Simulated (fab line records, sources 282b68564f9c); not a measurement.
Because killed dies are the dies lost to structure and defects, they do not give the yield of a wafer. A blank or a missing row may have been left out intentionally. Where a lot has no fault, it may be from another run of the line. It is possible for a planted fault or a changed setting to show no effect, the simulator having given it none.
Code-filled problem report in 8D (eight disciplines) form / flow ritCmos / the parts of the form that need people (team, actions taken, sign-off) are left out

1. THE ISSUE
SPACER_NITRIDE_THK at RIT_SPACER_THK_MEAS_04 reads a mean of 285.0 nm on 9 wafers of 3 lots; wafers without a fault read 250.3 nm with a standard deviation of 2.4. That puts it +14 standard deviations away from the usual mean.
Seen first at day 4 06:00 on filmMetro-04, wafer L493.3. The record holds 42 wafers of 14 lots with a number at this step. Rule for "out", or "out of limits": more than 4 standard deviations from the usual mean. The other wafers with a number count as sound.

2. WHAT IT IS; WHAT IT IS NOT
question=which readings at this step | is=SPACER_NITRIDE_THK | is not=-
question=which lots | is=L493, L494, L495 | is not=L487, L488, L490, L497, L501, L503, L505, L506, L508, L509, L510
question=which wafers of those lots | is=all that have a number | is not=-
question=read on which gauges | is=filmMetro-03, filmMetro-04 | is not=filmMetro-01
question=when | is=from day 4 06:00 | is not=up to then (9 sound wafers); but 24 sound wafers of L497, L501, L503, L505, L506, L508, L509, L510 came after

3. THE SUSPECTS, EACH WITH WHAT RULES IT OUT
Counting: a tool at any process step up to the reading remains a suspect when it ran all the lots that are out and ran no sound lot after the first of those.
- the gauge at RIT_SPACER_THK_MEAS_04: ruled out. The wafers that are out were read on 2 gauges (filmMetro-03, filmMetro-04).
- lpcvd-01 at RIT_SPACER_CVD_03 (deposits Si3N4 from SiH2Cl2/NH3, target thk 250 nm, time 3300 s): kept. All lots that are out passed through it, beginning with L493 at day 4 03:06, and no sound lot followed; its final sound lot before that point was L490 at day 3 12:34. Its own nh3FlowSccm readings are out on those wafers.
Left after counting: lpcvd-01 at RIT_SPACER_CVD_03.

4. THE CAUSE (what the simulator had put in)
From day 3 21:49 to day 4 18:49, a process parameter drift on lpcvd-01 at RIT_SPACER_CVD_03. A move of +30 in setting nh3FlowSccm, from 150. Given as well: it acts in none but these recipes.
Only this tool survived the counting.

5. THE EFFECT CHAIN, in route order
Rows list readings where the struck wafers' mean (over those with a number) sits beyond 3 standard deviations from the usual. Only readings for which the record gives a usual standard deviation are gone through. hours: the time from each lot's start at the first step in this table that gives one to its start at this step, as a median over the lots. sigmas: the change in usual standard deviations.
hours=0; step=RIT_SPACER_CVD_03; reading=nh3FlowSccm; usual=150.1 sccm; on struck wafers=180.0; change=+29.9; sigmas=+61
hours=2; step=RIT_SPACER_THK_MEAS_04; reading=SPACER_NITRIDE_THK; usual=250.3 nm; on struck wafers=285.0; change=+34.7; sigmas=+14
hours=2; step=RIT_SPACER_ETCHBACK_05; reading=oesProductAu; usual=0.840 a.u.; on struck wafers=0.919; change=+0.079; sigmas=+5.2
Its process steps:
- RIT_SPACER_CVD_03: deposits Si3N4 from SiH2Cl2/NH3, target thk 250 nm, time 3300 s.
- RIT_SPACER_ETCHBACK_05: etches Si3N4 in SF6/CHF3, stops on SiO2, target depth 250 nm, time 240 s.
At these later measuring or inspecting steps, every struck wafer for which the step has a row has a number for every such reading, and none has moved that far: RIT_CONTACT_CD_MEAS_90.

6. WHAT WOULD HAVE CAUGHT IT SOONER
8 hours passed between the start of the fault at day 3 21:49 and the first reading out of limits at a measuring or inspecting step in this record, taken at day 4 06:00.
The tool's own readings at RIT_SPACER_CVD_03 were out on every struck wafer that the step has a row for (nh3FlowSccm): an alarm limit on them would have fired on the first of those.
L494, L495, from the lots that are out (3), started RIT_SPACER_CVD_03 on lpcvd-01 later than day 4 06:00. A hold on the tool at that time would have spared those 2.
